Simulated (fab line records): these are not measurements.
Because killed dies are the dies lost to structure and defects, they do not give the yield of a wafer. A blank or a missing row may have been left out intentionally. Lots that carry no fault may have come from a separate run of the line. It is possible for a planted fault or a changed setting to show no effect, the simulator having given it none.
fab line records	flow rit-cmos
[record] lots = 6	wafers = 18	last-day = 8
route steps=202 shown ACTIVE@1 FOX1@20 FOX2@23 M1@202
lots untouched by any fault: they come from a run of this same line in which no faults occurred
start-h: hours from the record's first day to the start of the lot's first wafer shown	wait-h: hours from the lot's prior step to this one	" unchanged from the row above	L1.1+2: several wafers, shown together as one row	- either no value or no given start	* or withheld: withheld	< > ~ a bound
route shown NAME@n: NAME is a module with steps in the file, n the number in the route of the first one	usual: mean/standard deviation taken from wafers without a fault	same: alike in all rows	chamber/n: place in a boat	sites: each site's reading	_std_site: the values' standard deviation	_edge_site: outer sites' mean less inner sites'	radius-mm: how far each site lies from the wafer's centre	mask NAME#n: copy n	behind: tool/chamber where the wafer was last shaped	hold: cause of the lot's hold/its duration in hours/its outcome	device: transistor that didn't switch, given as n, p or np	end of line: the route-end tests of the same wafers	a step without rows: its recipe alone	killed: not the wafer's yield, but the dies lost to structure and defects at the first sort	map: a wafer's dies, x killed, . not, _ none there
set.NAME: the setting as run; set.NAME@STEP: as run at that earlier step	model.NAME: the simulator's own value behind a step, which no gauge read
lots seen at some steps along the route; tables by step, rows by wafer
services: the hour from which a tool's chamber was out of use, counted from the record's first day as start-h (under 0 if before that day), plus the number of hours and why
[[steps]]
[step RIT_ACTIVE_BOW_MEAS_00]
[recipe] mode = bow
[usual] INCOMING_BOW = 0/7.1
lot.wafer	tool	chamber	start-h	wait-h	INCOMING_BOW[um]
L798.2	film-metro-02	-	35.02	-	-2
L798.4	"	-	"	"	-5
L798.6	"	-	"	"	1
L801.3	film-metro-01	-	50.04	-	12
L801.5	"	-	"	"	2
L801.6	"	-	"	"	-1
L804.2	film-metro-02	-	65.02	-	5
L804.4	"	-	"	"	-1
L804.5	"	-	"	"	-13
L805.2	film-metro-01	-	70.02	-	6
L805.5	"	-	"	"	1
L805.6	"	-	"	"	-6
L814.1	film-metro-04	-	115.00	-	2
L814.3	"	-	"	"	3
L814.4	"	-	"	"	-4
L816.4	film-metro-02	-	125.06	-	3
L816.5	"	-	"	"	-4
L816.6	"	-	"	"	9
[step RIT_ACTIVE_OXIDATION_01]
[recipe] temp-c = 1000	ambient = O2	target-thk-a = 468	ox-time-s = 3360
[usual] spike-tc-centre-C = 1001.9/1	spike-tc-source-C = 1023.3/1.5	zone-power-source-pct = 35.7/0.68
lot.wafer	tool	chamber	start-h	wait-h	spike-tc-centre-C	spike-tc-source-C	zone-power-source-pct	model.SiO2_of_ACTIVE_OXIDATION_01.thk-nm
L798.2	furnace-03	0	35.83	0.8	1001.7	1025.4	36.6	46.13
L798.4	"	0	"	"	1000.6	1025.3	36.8	47.3
L798.6	"	0	"	"	1000.8	1026.1	35.8	46.96
L801.3	furnace-01	0	53.08	3.0	1002.6	1023.0	35.4	47.36
L801.5	"	0	"	"	1003.1	1021.5	34.9	46.72
L801.6	"	0	"	"	1002.0	1023.0	35.3	47.64
L804.2	furnace-03	0	67.32	2.3	982.6	1023.2	38.4	42.32
L804.4	"	0	"	"	982.5	1024.4	38.1	42.2
L804.5	"	0	"	"	982.7	1025.9	38.2	41.29
L805.2	furnace-03	0	70.33	0.3	982.7	1025.8	38.0	41.3
L805.5	"	0	"	"	983.4	1024.7	38.4	41.62
L805.6	"	0	"	"	982.8	1026.6	38.7	42.2
L814.1	furnace-01	0	118.49	3.5	1003.6	1022.4	34.9	46.96
L814.3	"	0	"	"	1001.5	1024.2	35.5	46.88
L814.4	"	0	"	"	1002.0	1023.3	35.1	46.96
L816.4	furnace-01	0	125.50	0.4	1002.7	1023.6	35.2	45.97
L816.5	"	0	"	"	1002.9	1023.8	34.8	46.38
L816.6	"	0	"	"	1002.6	1023.3	35.0	45.96
[step RIT_ACTIVE_THK_MEAS_02]
[recipe] reads = SiO2_of_ACTIVE_OXIDATION_01
[usual] ACTIVE_OXIDE_THK = 46.7/0.76
lot.wafer	tool	chamber	start-h	wait-h	ACTIVE_OXIDE_THK[nm]
L798.2	film-metro-02	-	37.78	0.0	46.1
L798.4	"	-	"	"	47.3
L798.6	"	-	"	"	47.0
L801.3	film-metro-02	-	55.04	0.0	47.4
L801.5	"	-	"	"	46.7
L801.6	"	-	"	"	47.6
L804.2	film-metro-02	-	69.26	0.0	42.3
L804.4	"	-	"	"	42.2
L804.5	"	-	"	"	41.3
L805.2	film-metro-04	-	72.27	0.0	41.3
L805.5	"	-	"	"	41.7
L805.6	"	-	"	"	42.2
L814.1	film-metro-01	-	120.42	0.0	47.0
L814.3	"	-	"	"	46.9
L814.4	"	-	"	"	47.0
L816.4	film-metro-01	-	127.47	0.0	46.0
L816.5	"	-	"	"	46.4
L816.6	"	-	"	"	45.9
[step RIT_ACTIVE_CVD_03]
[recipe] material = Si3N4	target-thk-nm = 150	temp-c = 810	precursor = SiH2Cl2/NH3	time-s = 1500	pressure-mtorr = 300	sih2cl2-flow-sccm = 60	nh3-flow-sccm = 150
[step RIT_ACTIVE_THK_MEAS_04]
[recipe] reads = Si3N4_of_ACTIVE_CVD_03
[usual] ACTIVE_NITRIDE_THK = 149.5/1.6
lot.wafer	tool	chamber	start-h	wait-h	ACTIVE_NITRIDE_THK[nm]
L798.2	film-metro-02	-	39.96	0.0	152.1
L798.4	"	-	"	"	151.4
L798.6	"	-	"	"	152.9
L801.3	film-metro-01	-	57.22	0.0	148.8
L801.5	"	-	"	"	149.8
L801.6	"	-	"	"	149.1
L804.2	film-metro-01	-	71.41	0.0	149.8
L804.4	"	-	"	"	148.4
L804.5	"	-	"	"	150.0
L805.2	film-metro-02	-	74.88	0.0	148.8
L805.5	"	-	"	"	150.7
L805.6	"	-	"	"	151.3
L814.1	film-metro-01	-	121.90	0.0	149.4
L814.3	"	-	"	"	148.3
L814.4	"	-	"	"	147.9
L816.4	film-metro-01	-	129.65	0.0	148.8
L816.5	"	-	"	"	149.9
L816.6	"	-	"	"	150.2
[step RIT_ACTIVE_HMDS_05]
[recipe] prime-time-s = 60	prime-temp-c = 140
[step RIT_ACTIVE_COAT_06]
[recipe] resist = NOVOLAK	spin-rpm = 3250	resist-thk-nm = 1000
[step RIT_ACTIVE_SOFTBAKE_07]
[recipe] resist = NOVOLAK	temp-c = 90	time-s = 60
[step RIT_ACTIVE_EXPOSE_08]
[recipe] mask-id = M1	na = 0.6	source-shape = conventional	sigma-outer = 0.6	target-cd-nm = 1400	dose-mj = 225
[step RIT_ACTIVE_PEB_09]
[recipe] resist = NOVOLAK	temp-c = withheld	time-s = withheld
[step RIT_ACTIVE_DEVELOP_10]
[recipe] resist = NOVOLAK	develop-time-s = 50	dev-temp-c = 23
[step RIT_ACTIVE_CD_MEAS_11]
[recipe] target-cd-nm = 1400
[usual] cd-nm = 1399.7/1.8
lot.wafer	tool	chamber	start-h	wait-h	cd-nm
L798.2	cd-sem-02	-	40.95	-	1397.0
L798.4	"	-	"	"	1399.5
L798.6	"	-	"	"	1400.0
L801.3	cd-sem-01	-	58.28	-	1396.1
L801.5	"	-	"	"	1395.1
L801.6	"	-	"	"	1397.2
L804.2	cd-sem-02	-	72.33	-	1399.0
L804.4	"	-	"	"	1399.3
L804.5	"	-	"	"	1401.5
L805.2	cd-sem-02	-	75.98	-	1401.9
L805.5	"	-	"	"	1402.8
L805.6	"	-	"	"	1402.6
L814.1	cd-sem-02	-	122.81	-	1399.5
L814.3	"	-	"	"	1399.9
L814.4	"	-	"	"	1400.1
L816.4	cd-sem-01	-	130.72	-	1400.5
L816.5	"	-	"	"	1401.0
L816.6	"	-	"	"	1401.0
[step RIT_ACTIVE_HARDBAKE_12]
[recipe] resist = NOVOLAK	temp-c = 140	time-s = 60
[step RIT_ACTIVE_ETCH_13]
[recipe] stop-on = SiO2	chemistry = SF6	target = Si3N4	time-s = 210	over-etch-frac = 0.4	SF6_flow_sccm = 200	pressure-mtorr = 260	rf-w = 125	target-depth-a = 2100
[usual] drypump-motor-current-A = 5.4/0.45	oes-product-au = 0.816/0.017	throttle-valve-pct = 7.48/0.098
lot.wafer	tool	chamber	start-h	wait-h	drypump-motor-current-A	oes-product-au	rf-hours-counter-h	throttle-valve-pct
L798.2	rie-diel-01	0	41.24	0.1	5.2	0.849	8	7.46
L798.4	"	3	"	"	5.1	0.812	3	7.44
L798.6	"	2	"	"	4.9	0.821	-	7.52
L801.3	rie-diel-03	0	58.51	0.1	5.8	0.798	74	7.57
L801.5	"	3	"	"	5.1	0.804	-	7.50
L801.6	"	2	"	"	4.7	0.835	-	7.36
L804.2	rie-diel-03	2	72.58	0.1	4.7	0.846	123	7.36
L804.4	"	1	"	"	5.5	0.836	94	7.33
L804.5	"	0	"	"	5.9	0.794	-	7.58
L805.2	rie-diel-01	2	76.26	0.1	4.9	0.798	46	7.51
L805.5	"	3	"	"	5.1	0.810	-	7.43
L805.6	"	0	"	"	5.2	0.842	-	7.46
L814.1	rie-diel-02	2	123.08	0.1	6.3	0.823	82	7.32
L814.3	"	0	"	"	5.9	0.794	130	7.78
L814.4	"	3	"	"	6.1	0.831	41	7.51
L816.4	rie-diel-01	0	130.93	0.1	5.2	0.849	10	7.45
L816.5	"	2	"	"	4.8	0.815	-	7.53
L816.6	"	3	"	"	5.1	0.804	-	7.45
[step RIT_ACTIVE_STRIP_14]
[recipe] chemistry = O2	time-s = 180	resist = NOVOLAK	platen-temp-c = withheld	power-w = 500	pressure-mtorr = 4000	o2-flow-sccm = 4000
[usual] drypump-motor-current-A = 5.7/0.52
lot.wafer	tool	chamber	start-h	wait-h	drypump-motor-current-A	rf-hours-counter-h
L798.2	plasma-asher-03	1	41.37	0.1	6.4	38
L798.4	"	0	"	"	6.4	-
L798.6	"	0	"	"	6.4	-
L801.3	plasma-asher-04	1	58.70	0.1	5.0	-
L801.5	"	1	"	"	5.0	-
L801.6	"	0	"	"	6.0	-
L804.2	plasma-asher-01	0	72.71	0.1	5.4	26
L804.4	"	0	"	"	5.4	-
L804.5	"	1	"	"	5.6	-
L805.2	plasma-asher-04	0	76.39	0.1	6.0	45
L805.5	"	0	"	"	5.9	-
L805.6	"	1	"	"	5.0	-
L814.1	plasma-asher-03	0	123.21	0.1	6.4	48
L814.3	"	0	"	"	6.4	-
L814.4	"	1	"	"	6.4	-
L816.4	plasma-asher-03	1	131.12	0.1	6.4	-
L816.5	"	1	"	"	6.4	-
L816.6	"	0	"	"	6.4	-
[step RIT_ACTIVE_CD_MEAS_90]
[recipe] target-cd-nm = 1400
[usual] cd-nm = 1399.7/1.8
lot.wafer	tool	chamber	start-h	wait-h	cd-nm
L798.2	cd-sem-01	-	41.57	0.1	1397.1
L798.4	"	-	"	"	1399.8
L798.6	"	-	"	"	1399.7
L801.3	cd-sem-02	-	58.86	0.1	1396.1
L801.5	"	-	"	"	1395.2
L801.6	"	-	"	"	1396.6
L804.2	cd-sem-01	-	72.90	0.1	1399.4
L804.4	"	-	"	"	1399.8
L804.5	"	-	"	"	1401.5
L805.2	cd-sem-02	-	76.59	0.1	1401.9
L805.5	"	-	"	"	1403.1
L805.6	"	-	"	"	1402.6
L814.1	cd-sem-02	-	123.39	0.1	1399.5
L814.3	"	-	"	"	1399.8
L814.4	"	-	"	"	1399.8
L816.4	cd-sem-02	-	131.30	0.1	1400.4
L816.5	"	-	"	"	1401.1
L816.6	"	-	"	"	1401.2
[step RIT_ACTIVE_CLEAN_15]
[recipe] chemistry = SC1	mix = 3:3:50	time-s = 600	temp-c = 75
[step RIT_ACTIVE_CLEAN_16]
[recipe] chemistry = dHF	dilution = 50:1	time-s = 30
[step RIT_ACTIVE_CLEAN_17]
[recipe] chemistry = SC2	mix = 3:3:50	time-s = 600	temp-c = 75	dry = n2-spin
[step RIT_FOX1_OXIDATION_00]
[recipe] temp-c = 1100	ambient = H2O	target-thk-a = 3507	p-h2o-torr = 720	ox-time-s = 1130
[step RIT_FOX1_THK_MEAS_01]
[recipe] reads = SiO2_of_FOX1_OXIDATION_00
[usual] FOX1_OXIDE_THK = 351/7.4
lot.wafer	tool	chamber	start-h	wait-h	FOX1_OXIDE_THK[nm]
L798.2	film-metro-01	-	44.46	0.0	357
L798.4	"	-	"	"	362
L798.6	"	-	"	"	353
L801.3	film-metro-03	-	60.64	0.0	349
L801.5	"	-	"	"	348
L801.6	"	-	"	"	355
L804.2	film-metro-03	-	74.70	0.0	352
L804.4	"	-	"	"	361
L804.5	"	-	"	"	358
L805.2	film-metro-03	-	80.06	0.0	344
L805.5	"	-	"	"	349
L805.6	"	-	"	"	347
L814.1	film-metro-03	-	125.81	0.0	360
L814.3	"	-	"	"	361
L814.4	"	-	"	"	354
L816.4	film-metro-03	-	135.54	0.0	352
L816.5	"	-	"	"	351
L816.6	"	-	"	"	350
[step RIT_FOX1_WET_ETCH_02]
[recipe] chemistry = BOE	target-depth-nm = 350	time-s = 390	temp-c = 21.5	dry = n2-spin	dilution = 10:1	target = SiO2
[step RIT_FOX2_OXIDATION_00]
[recipe] temp-c = 1100	ambient = H2O	target-thk-a = 3507	p-h2o-torr = 720	ox-time-s = 1130
[step RIT_FOX2_THK_MEAS_01]
[recipe] reads = SiO2_of_FOX2_OXIDATION_00
[usual] FOX2_OXIDE_THK = 349/6
lot.wafer	tool	chamber	start-h	wait-h	FOX2_OXIDE_THK[nm]
L798.2	film-metro-02	-	47.00	0.0	339
L798.4	"	-	"	"	355
L798.6	"	-	"	"	346
L801.3	film-metro-03	-	62.13	0.0	344
L801.5	"	-	"	"	349
L801.6	"	-	"	"	345
L804.2	film-metro-02	-	76.20	0.0	332
L804.4	"	-	"	"	338
L804.5	"	-	"	"	338
L805.2	film-metro-04	-	82.87	0.0	351
L805.5	"	-	"	"	349
L805.6	"	-	"	"	352
L814.1	film-metro-03	-	127.37	0.0	351
L814.3	"	-	"	"	359
L814.4	"	-	"	"	360
L816.4	film-metro-02	-	138.78	0.0	348
L816.5	"	-	"	"	350
L816.6	"	-	"	"	351
[step RIT_FOX2_CLEAN_02]
[recipe] chemistry = dHF	dilution = 50:1	time-s = 180
[step RIT_FOX2_WET_ETCH_03]
[recipe] chemistry = H3PO4	target = Si3N4	target-depth-nm = 195	temp-c = 165	time-s = 2700
[usual] temp-c = 165.01/0.14
lot.wafer	tool	chamber	start-h	wait-h	temp-c	model.SiO2_of_ACTIVE_OXIDATION_01.thk-nm
L798.2	wet-bench-03	1	47.11	0.0	165.44	40.87
L798.4	"	1	"	"	165.00	41.5
L798.6	"	1	"	"	165.03	41.64
L801.3	wet-bench-01	3	62.23	0.0	164.97	40.66
L801.5	"	3	"	"	165.03	41.57
L801.6	"	3	"	"	165.04	42.15
L804.2	wet-bench-03	1	76.31	0.0	164.86	37.41
L804.4	"	1	"	"	164.89	37.08
L804.5	"	1	"	"	164.83	35.26
L805.2	wet-bench-01	1	82.99	0.0	165.04	36.94
L805.5	"	1	"	"	165.02	36.8
L805.6	"	1	"	"	165.15	37.72
L814.1	wet-bench-01	0	127.49	0.0	164.99	41.92
L814.3	"	0	"	"	165.02	41.38
L814.4	"	0	"	"	164.89	41.92
L816.4	wet-bench-03	2	138.87	0.0	165.05	40.9
L816.5	"	2	"	"	165.34	41.25
L816.6	"	2	"	"	164.97	40.46
[step RIT_FOX2_THK_MEAS_90]
[recipe] reads = SiO2_of_FOX2_OXIDATION_00
[usual] FIELD_OXIDE_LEFT_1_THK = 322/6.1
lot.wafer	tool	chamber	start-h	wait-h	FIELD_OXIDE_LEFT_1_THK[nm]
L798.2	film-metro-03	-	47.87	0.0	312
L798.4	"	-	"	"	327
L798.6	"	-	"	"	318
L801.3	film-metro-03	-	63.00	0.0	317
L801.5	"	-	"	"	322
L801.6	"	-	"	"	318
L804.2	film-metro-02	-	77.08	0.0	306
L804.4	"	-	"	"	310
L804.5	"	-	"	"	311
L805.2	film-metro-02	-	83.83	0.0	324
L805.5	"	-	"	"	322
L805.6	"	-	"	"	325
L814.1	film-metro-03	-	128.25	0.0	324
L814.3	"	-	"	"	332
L814.4	"	-	"	"	333
L816.4	film-metro-04	-	139.66	0.0	321
L816.5	"	-	"	"	323
L816.6	"	-	"	"	323
[step RIT_M1_PROBE_99]
[usual] killed-at-contacts = 0.1/0.27	killed-at-front-end = 6.5/2.8	killed-dies = 6.6/2.8	killed-open = 3.5/2	killed-short = 3.2/1.8
[same] gross-dies = 264	killed_at_M0_to_M3 = 0	killed_at_M4_up = 0	killed-at-back-side = 0	killed-at-other = 0
lot.wafer	tool	chamber	start-h	wait-h	killed-at-contacts	killed-at-front-end	killed-dies	killed-open	killed-short	model.etest.pldd.width-nm	model.etest.nldd.width-nm	model.etest.pplus-sal.width-nm	model.etest.nplus-sal.width-nm	model.etest.nmos-narrow.drive-ua-um	model.etest.pmos-narrow.drive-ua-um
L798.2	prober-01	-	92.75	0.1	0	5	5	2	3	3197	3192	3467	3470	224	99.55
L798.4	prober-01	-	92.85	0.2	0	8	8	7	1	3155	3152	3438	3423	219.2	97.32
L798.6	prober-01	-	92.95	0.2	0	7	7	5	2	3170	3172	3447	3469	223.8	98.63
L801.3	prober-02	-	107.99	0.2	0	3	3	2	1	3162	3170	3435	3452	238	108.9
L801.5	prober-02	-	108.09	0.2	0	5	5	1	4	3169	3182	3448	3449	236.7	108.3
L801.6	prober-02	-	108.14	0.2	0	7	7	2	5	3174	3160	3437	3409	234.1	105.5
L804.2	prober-01	-	121.15	0.1	0	3	3	1	2	3238	3224	3488	3474	251	112.1
L804.4	prober-01	-	121.25	0.2	0	10	10	7	3	3227	3224	3482	3461	248.2	111.6
L804.5	prober-01	-	121.30	0.2	0	10	10	8	2	3224	3254	3483	3467	249.2	112.6
L805.2	prober-02	-	123.32	0.1	0	9	9	5	4	3239	3225	3487	3490	243	110
L805.5	prober-02	-	123.47	0.2	0	6	6	3	3	3238	3242	3483	3486	236.6	106.6
L805.6	prober-02	-	123.52	0.2	0	12	12	6	6	3223	3220	3480	3481	241.1	109.2
L814.1	prober-02	-	169.94	0.1	0	13	13	7	6	3154	3150	3454	3438	228.3	101.7
L814.3	prober-02	-	170.04	0.2	0	8	8	5	3	3149	3156	3423	3423	225.2	98.87
L814.4	prober-02	-	170.09	0.2	0	11	11	7	4	3140	3163	3431	3427	223.6	100.3
L816.4	prober-02	-	181.54	0.2	0	8	8	5	3	3179	3193	3437	3469	213.1	99.5
L816.5	prober-02	-	181.59	0.2	1	4	5	2	3	3190	3187	3449	3450	219.4	100.9
L816.6	prober-02	-	181.64	0.2	0	6	6	5	1	3186	3210	3440	3440	215.7	100.2
// killed by level:class
L798.2 REOX:geometric-particle:open=2 FOX1:geometric-particle:short=1 GATE:geometric-particle:short=1 SILICIDE:geometric-particle:short=1
L798.4 GATE:geometric-particle:open=3 SPACER:geometric-particle:open=2 FOX1:geometric-particle:open=1 FOX2:geometric-particle:open=1 SPACER:geometric-particle:short=1
L798.6 GATE:geometric-particle:open=2 ACTIVE:geometric-particle:open=1 FOX1:geometric-particle:open=1 GATE:geometric-particle:short=1 REOX:geometric-particle:open=1 SILICIDE:geometric-particle:short=1
L801.3 GATE:geometric-particle:short=1 REOX:geometric-particle:open=1 SILICIDE:geometric-particle:open=1
L801.5 GATE:geometric-particle:short=2 FOX1:geometric-particle:short=1 GATE:geometric-particle:open=1 SPACER:geometric-particle:short=1
L801.6 FOX1:geometric-particle:short=2 REOX:geometric-particle:short=2 ACTIVE:geometric-particle:short=1 GATE:geometric-particle:open=1 REOX:geometric-particle:open=1
L804.2 FOX1:geometric-particle:open=1 GATE:geometric-particle:short=1 REOX:geometric-particle:short=1
L804.4 GATE:geometric-particle:short=3 GATE:geometric-particle:open=3 FOX2:geometric-particle:open=1 REOX:geometric-particle:open=1 SPACER:geometric-particle:open=1 SILICIDE:geometric-particle:open=1
L804.5 REOX:geometric-particle:open=3 GATE:geometric-particle:open=2 ACTIVE:geometric-particle:short=1 FOX1:geometric-particle:short=1 FOX1:geometric-particle:open=1 SPACER:geometric-particle:open=1 SILICIDE:geometric-particle:open=1
L805.2 FOX2:geometric-particle:short=3 FOX2:geometric-particle:open=1 GATE:geometric-particle:open=1 REOX:geometric-particle:open=1 REOX:geometric-particle:short=1 SPACER:geometric-particle:open=1 SILICIDE:geometric-particle:open=1
L805.5 SPACER:geometric-particle:open=3 GATE:geometric-particle:short=1 REOX:geometric-particle:short=1 SPACER:geometric-particle:short=1
L805.6 SILICIDE:geometric-particle:open=5 SILICIDE:geometric-particle:short=3 FOX1:geometric-particle:short=1 FOX2:geometric-particle:short=1 GATE:geometric-particle:short=1 SPACER:geometric-particle:open=1
L814.1 FOX2:geometric-particle:open=3 FOX1:geometric-particle:short=2 GATE:geometric-particle:short=2 REOX:geometric-particle:short=2 SPACER:geometric-particle:open=2 GATE:geometric-particle:open=1 REOX:geometric-particle:open=1
L814.3 SPACER:geometric-particle:open=4 ACTIVE:geometric-particle:short=1 FOX1:geometric-particle:short=1 FOX1:geometric-particle:open=1 GATE:geometric-particle:short=1
L814.4 FOX1:geometric-particle:open=3 FOX1:geometric-particle:short=2 REOX:geometric-particle:short=2 SPACER:geometric-particle:open=2 FOX2:geometric-particle:open=1 GATE:geometric-particle:open=1
L816.4 SPACER:geometric-particle:open=3 GATE:geometric-particle:short=2 GATE:geometric-particle:open=1 SPACER:geometric-particle:short=1 SILICIDE:geometric-particle:open=1
L816.5 GATE:geometric-particle:open=1 GATE:geometric-particle:short=1 REOX:geometric-particle:short=1 SPACER:geometric-particle:short=1 CONTACT:geometric-particle:open=1
L816.6 GATE:geometric-particle:open=3 SPACER:geometric-particle:open=1 SPACER:geometric-particle:short=1 SILICIDE:geometric-particle:open=1
[[services]]
tool	chamber	start-h	hours	kind
furnace-01	-	14.34	4.0	pm
rie-diel-03	0	16.02	7.1	repair
rie-diel-01	-	17.81	1.2	repair
plasma-asher-03	-	19.74	2.1	repair
furnace-01	-	25.38	3.6	pm
plasma-asher-01	-	34.36	1.2	repair
wet-bench-01	-	103.50	16.0	repair
furnace-01	-	105.04	13.4	pm
plasma-asher-04	-	108.75	9.0	pm
plasma-asher-04	0	108.75	9.0	vent-cycle
plasma-asher-04	1	108.75	9.0	vent-cycle
plasma-asher-04	0	117.75	-	clean
plasma-asher-04	1	117.75	-	clean
rie-diel-03	1	133.42	47.9	repair
[[key]]
[first-sign] step = RIT_ACTIVE_OXIDATION_01	reading = spike-tc-centre-C	direction = down	sigmas = 19	usual = 1001.9	struck = 982.8
[effect] step = RIT_ACTIVE_OXIDATION_01	reading = zone-power-source-pct	direction = up	sigmas = 3.8	usual = 35.7	struck = 38.3
[effect] step = RIT_ACTIVE_THK_MEAS_02	reading = ACTIVE_OXIDE_THK	direction = down	sigmas = 6.4	usual = 46.7	struck = 41.8
[model-effect] step = RIT_ACTIVE_OXIDATION_01	value = SiO2_of_ACTIVE_OXIDATION_01.thk-nm	without = 47	struck = 41.82
[model-effect] step = RIT_FOX2_WET_ETCH_03	value = SiO2_of_ACTIVE_OXIDATION_01.thk-nm	without = 41.49	struck = 36.87
[model-effect] step = RIT_M1_PROBE_99	value = etest.pldd.width-nm	without = 3183	struck = 3232
met-at RIT_ACTIVE_OXIDATION_01
struck-wafers L804.2,L804.4,L804.5,L805.2,L805.5,L805.6
tester-left-out L804,L805
[fault] kind = process-parameter-drift	tool = furnace-03	chamber = -	onset-h = 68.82	steps = RIT_ACTIVE_OXIDATION_01	channel = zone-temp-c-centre	offset = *	shape = step	end-h = 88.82
// tester-left-out: of these lots the tester's yield and bins aren't shown, on N5 and GAA mostly nor the transistor test; their killed dies are dies lost to structure and defects alone, not to doping, threshold or leakage, so they don't give the yield
